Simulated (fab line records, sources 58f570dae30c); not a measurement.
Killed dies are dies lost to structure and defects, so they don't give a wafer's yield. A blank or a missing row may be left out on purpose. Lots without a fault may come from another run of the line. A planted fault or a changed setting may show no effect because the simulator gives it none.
Which tool did it? | flow berkeley_cmos170 | 7 lots, 21 wafers sampled, at 1 step of a route of 331

WHAT THE GAUGES READ, wafer by wafer
UCB170_SDANNEAL_RS_MEAS_03: measures by four-point-probe.
lot  | measured     | on            | NSD_RS (ohm/sq)
L533 | day 9 04:05  | film_metro-04 | 37.33 37.34 37.35
L536 | day 9 06:55  | film_metro-04 | 37.21 37.12 37.11
L539 | day 10 01:41 | film_metro-04 | 37.29 37.25 37.18
L542 | day 10 02:16 | film_metro-01 | 37.18 37.17 37.20
L545 | day 10 23:08 | film_metro-02 | 37.33 37.42 37.24
L547 | day 11 14:39 | film_metro-02 | 37.28 37.29 37.26
L551 | day 12 14:34 | film_metro-01 | 37.37 37.19 37.27

WHICH TOOL RAN EACH LOT (tool, then ch and the chambers of the sampled wafers, then the start)
The record holds no process step before these readings.

THE ANSWER, worked out from the rows above alone
Rule: what is usual is taken from the lots themselves. Put in order of their means at a reading, lots are off if they are a third of the lots or fewer, leave a main group of 4 or more, and stand apart from it by a gap of 3 or more times the standard deviation of the main group's means; of several such gaps the widest counts. A main group whose means are all the same, to the digits that the tables above print for the reading, isn't used. A lot without any number at a reading at which 4 lots or more have one is off too. The other lots that the step has rows for count as sound.
No lot is off at any reading shown: from this, nothing can be told.

WHAT THE SIMULATOR HAD PUT IN
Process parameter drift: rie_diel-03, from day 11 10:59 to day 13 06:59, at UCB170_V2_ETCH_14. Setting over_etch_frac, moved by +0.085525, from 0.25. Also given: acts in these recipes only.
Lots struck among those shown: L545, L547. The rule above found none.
